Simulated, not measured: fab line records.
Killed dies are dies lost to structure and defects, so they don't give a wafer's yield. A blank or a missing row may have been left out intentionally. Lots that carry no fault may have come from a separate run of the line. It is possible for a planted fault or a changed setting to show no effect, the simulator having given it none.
A struck lot beside a sound one | flow berkeley_cmos170 | 3 steps out of a route of 331
Sound: these wafers, L207.4, L207.5, L207.6. Struck: wafers L212.1, L212.3, L212.5. The cause is given at the end.
At each step with rows: each side's tool, then ch and its chambers, then its first start. Under that, the readings that differ: sound wafers | struck wafers | difference of the means | sigmas: that difference in standard deviations of wafers without a fault.
alike: readings with means less than 2 such deviations apart, plus words and numbers identical on both sides. not compared: withheld readings, readings lacking a value on some wafer, bounds such as >300 that could conceal the same value, and numbers that have no deviation in the record and whose values overlap.
The two part at a step that has a row with sigmas, a row that says differs or no value, or rows on one side only. Non-overlapping numbers with no deviation appear without sigmas and do not part them. Lack of a reading on every wafer of one side parts them only where that side has two or more wafers.

UCB170_START_BOW_MEAS_00:
  sound on film_metro-02, day 3 02:04; struck on film_metro-03, day 4 03:00
  alike: INCOMING_BOW
then, 1 step without rows for these wafers: UCB170_START_CLEAN_01 (cleans in dHF, time 60 s).
UCB170_START_OXIDATION_02: target thk 20 nm, ox time 1800 s.
  struck on furnace-01, day 4 04:31; sound on furnace-01 ch 0, day 3 05:42
  no value came back on the struck wafers for ox_temp_c (C), ox_temp_c_max; on the sound wafers ox_temp_c (C) reads 950.5 950.4 950.9

## WHERE THEY PART
Only at UCB170_START_OXIDATION_02, as far as this record shows.

WHY: whatever the simulator had introduced
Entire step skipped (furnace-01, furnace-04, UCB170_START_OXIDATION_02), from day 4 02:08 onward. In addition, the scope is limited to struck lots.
